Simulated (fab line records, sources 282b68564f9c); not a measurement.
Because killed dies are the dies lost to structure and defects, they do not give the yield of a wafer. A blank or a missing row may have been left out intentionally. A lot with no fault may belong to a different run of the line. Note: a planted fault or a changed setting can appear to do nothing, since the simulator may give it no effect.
A struck lot beside a sound one / flow ritCmos / 16 out of 202 route steps
Sound: wafers L928.2, L928.5, L928.6. Wafers struck: L915.2, L915.3, L915.5. At the end, the cause is stated.
For every step that has rows: the tool of each side, followed by ch and its chambers, followed by its first start. Under that, the readings that differ: sound wafers / struck wafers / difference of the means / sigmas: that difference in standard deviations of wafers without a fault.
alike: words and numbers the same on both sides, and readings whose means are apart by under 2 such deviations; not compared: readings that were withheld, readings missing a value for some wafer, numbers with overlapping values and no deviation given by the record, and bounds like >300 which may hide the same value.
Wherever a step has rows on one side only, a row that says differs or no value, or a row with sigmas, the two part there. Numbers that have no deviation but don't overlap get no sigmas and don't part them. A reading missing from all wafers of one side parts the sides only when that side holds two or more wafers.

RIT_ACTIVE_BOW_MEAS_00:
  sound: filmMetro-01 at day 6 00:01; struck: filmMetro-02 at day 3 07:01
  alike: INCOMING_BOW
then, 1 step without rows for these wafers: RIT_ACTIVE_OXIDATION_01 (target thk 46.8 nm, ox time 3360 s).
RIT_ACTIVE_THK_MEAS_02:
  sound: filmMetro-01 at day 6 02:04; struck: filmMetro-02 at day 3 09:04
reading=ACTIVE_OXIDE_THK (nm); sound=47.0 46.4 46.4; struck=49.4 49.4 49.6; difference=+2.9; sigmas=+3
then, 1 step without rows for these wafers: RIT_ACTIVE_CVD_03 (deposits Si3N4 from SiH2Cl2/NH3, target thk 150 nm, time 1500 s).
RIT_ACTIVE_THK_MEAS_04:
  sound: filmMetro-04 at day 6 04:15; struck: filmMetro-02 at day 3 10:32
reading=ACTIVE_NITRIDE_THK (nm); sound=148.4 147.9 146.7; struck=151.9 150.5 149.2; difference=+2.9; sigmas=+2
then, 1 step without rows for these wafers: RIT_ACTIVE_HMDS_05 (prime time 60 s).
RIT_ACTIVE_COAT_06: resist thk 1000 nm.
  sound on lithoTrack-02 ch 0, day 6 04:28; struck on lithoTrack-04 ch 0, day 3 10:46
reading=model.NOVOLAK_of_ACTIVE_COAT_06.thkNm (nm); sound=1002 1005 1001; struck=1048 1045 1047; difference=+44; sigmas=
then, 4 steps without rows for these wafers: RIT_ACTIVE_SOFTBAKE_07 (time 60 s); RIT_ACTIVE_EXPOSE_08 (exposes mask M1, target cd 1400 nm); RIT_ACTIVE_PEB_09; RIT_ACTIVE_DEVELOP_10 (develop time 50 s).
RIT_ACTIVE_CD_MEAS_11: the cd target is 1400 nm.
  sound: cdSem-01 at day 6 05:17; struck: cdSem-01 at day 3 11:35
reading=cdNm (nm); sound=1397.8 1397.4 1398.9; struck=1405.5 1404.2 1405.4; difference=+7.0; sigmas=+3
then, 1 step without rows for these wafers: RIT_ACTIVE_HARDBAKE_12 (time 60 s).
RIT_ACTIVE_ETCH_13: etches Si3N4 in SF6, stops on SiO2, time 210 s, target depth 210 nm.
  sound on rieDiel-01 ch 0,2,3, day 6 05:32; struck on rieDiel-02 ch 1,3, day 3 11:50
reading=model.NOVOLAK_of_ACTIVE_COAT_06.thkNm (nm); sound=662.6 651.9 647.3; struck=687.7 688.9 685.5; difference=+33.4; sigmas=
  alike: drypumpMotorCurrentA, oesProductAu, throttleValvePct
  not compared: rfHoursCounterH
RIT_ACTIVE_STRIP_14: strips in O2, time 180 s.
  sound on plasmaAsher-02 ch 0,1, day 6 05:41; struck on plasmaAsher-04 ch 0,1, day 3 11:58
  alike: drypumpMotorCurrentA
  not compared: rfHoursCounterH
RIT_M1_PROBE_99:
  sound: prober-02 at day 7 22:34; struck: prober-01 at day 5 05:59
  alike: killedAtFrontEnd, killedDies, killedOpen, killedShort

== WHERE THEY PART ==
Earliest at RIT_ACTIVE_THK_MEAS_02; latest, in this record, at RIT_ACTIVE_CD_MEAS_11. Later steps at which nothing parts them and some readings are alike: RIT_ACTIVE_ETCH_13, RIT_ACTIVE_STRIP_14, RIT_M1_PROBE_99.

WHY: what the simulator had put in
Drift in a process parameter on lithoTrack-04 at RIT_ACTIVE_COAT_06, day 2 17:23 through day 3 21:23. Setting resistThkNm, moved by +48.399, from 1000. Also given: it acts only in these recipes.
